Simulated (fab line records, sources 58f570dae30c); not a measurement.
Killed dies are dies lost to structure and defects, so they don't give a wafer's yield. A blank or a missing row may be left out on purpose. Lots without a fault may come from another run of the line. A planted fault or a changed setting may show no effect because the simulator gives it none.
Split-lot experiment | flow berkeley_cmos170 | 5 lots, 23 wafers read, on a route of 331 steps

THE SPLIT
At UCB170_M2_SPUTTER_01 (material Al, target thk 900 nm, time 120 s), the setting chamber_pressure_pa was moved away from the recipe's 0.5 Pa on 15 of the 23 wafers read, by -12.2% to +4.1%. The other wafers ran this setting at the recipe's value.

The file shows no step between the split and the reading.

THE READING
M2_AL_RS, in ohm/sq, at UCB170_M2_RS_MEAS_02 (measures by four-point-probe). Fault-free wafers of this fab line usually give 0.0319 ohm/sq, standard deviation 0.0003 ohm/sq.

wafer  | tool, chamber at the split | chamber_pressure_pa as run, Pa | against the recipe | M2_AL_RS, ohm/sq | against lot-mates on the recipe
L074.1 | pvd_sputter-02, -          | 0.4391                         | -12.2%             | 0.0307           | no lot-mate on the recipe
L074.2 | pvd_sputter-02, -          | 0.4391                         | -12.2%             | 0.0312           | no lot-mate on the recipe
L074.3 | pvd_sputter-02, -          | 0.4391                         | -12.2%             | 0.0307           | no lot-mate on the recipe
L074.4 | pvd_sputter-02, -          | 0.4391                         | -12.2%             | 0.0309           | no lot-mate on the recipe
L074.6 | pvd_sputter-02, -          | 0.4391                         | -12.2%             | 0.0305           | no lot-mate on the recipe
L077.2 | pvd_sputter-02, -          | 0.5                            | recipe             | 0.0320           | -
L077.4 | pvd_sputter-02, -          | 0.5                            | recipe             | 0.0318           | -
L077.6 | pvd_sputter-02, -          | 0.5                            | recipe             | 0.0322           | -
L078.1 | pvd_sputter-01, -          | 0.4694                         | -6.1%              | 0.0312           | no lot-mate on the recipe
L078.2 | pvd_sputter-01, -          | 0.4694                         | -6.1%              | 0.0314           | no lot-mate on the recipe
L078.4 | pvd_sputter-01, -          | 0.4694                         | -6.1%              | 0.0313           | no lot-mate on the recipe
L078.5 | pvd_sputter-01, -          | 0.4694                         | -6.1%              | 0.0313           | no lot-mate on the recipe
L078.6 | pvd_sputter-01, -          | 0.4694                         | -6.1%              | 0.0313           | no lot-mate on the recipe
L083.1 | pvd_sputter-01, -          | 0.5                            | recipe             | 0.0321           | -
L083.2 | pvd_sputter-01, -          | 0.5                            | recipe             | 0.0316           | -
L083.4 | pvd_sputter-01, -          | 0.5                            | recipe             | 0.0318           | -
L083.5 | pvd_sputter-01, -          | 0.5                            | recipe             | 0.0321           | -
L083.6 | pvd_sputter-01, -          | 0.5                            | recipe             | 0.0321           | -
L082.1 | pvd_sputter-02, -          | 0.5207                         | +4.1%              | 0.0325           | no lot-mate on the recipe
L082.2 | pvd_sputter-02, -          | 0.5207                         | +4.1%              | 0.0327           | no lot-mate on the recipe
L082.4 | pvd_sputter-02, -          | 0.5207                         | +4.1%              | 0.0330           | no lot-mate on the recipe
L082.5 | pvd_sputter-02, -          | 0.5207                         | +4.1%              | 0.0325           | no lot-mate on the recipe
L082.6 | pvd_sputter-02, -          | 0.5207                         | +4.1%              | 0.0326           | no lot-mate on the recipe

THE FIT
A straight line over all 23 wafers: M2_AL_RS changes by +0.000111 ohm/sq for each +1% of chamber_pressure_pa; r = +0.95; the points scatter about the line by 0.00022 ohm/sq.
Too few moved wafers have a lot-mate on the recipe to fit a line with each lot's own level taken away.

THE WHOLE CHAIN: every reading that the file lists as answering this split, in the file's order
step                    | what it does                                                             | reading                                                                     | change (the file's fit)              | r (the file's)
UCB170_M2_SPUTTER_01    | material Al, target thk 900 nm, time 120 s                               | Al_of_M2_SPUTTER_01.thk_nm (the simulator's own value, which no gauge read) | -3.05 nm for each +1% of the setting | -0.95
UCB170_M2_RS_MEAS_02    | measures by four-point-probe                                             | M2_AL_RS                                                                    | +0.00011 for each +1% of the setting | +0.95
UCB170_M2_METAL_ETCH_18 | etches Al in Cl2/BCl3, stops on SiO2, target depth 1170 nm, time 203.4 s | etch.depth_nm (the simulator's own value, which no gauge read)              | -3.05 nm for each +1% of the setting | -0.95

THE FILE'S OWN FIT
M2_AL_RS changes by +0.00011 ohm/sq for each +1% of chamber_pressure_pa, r = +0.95.
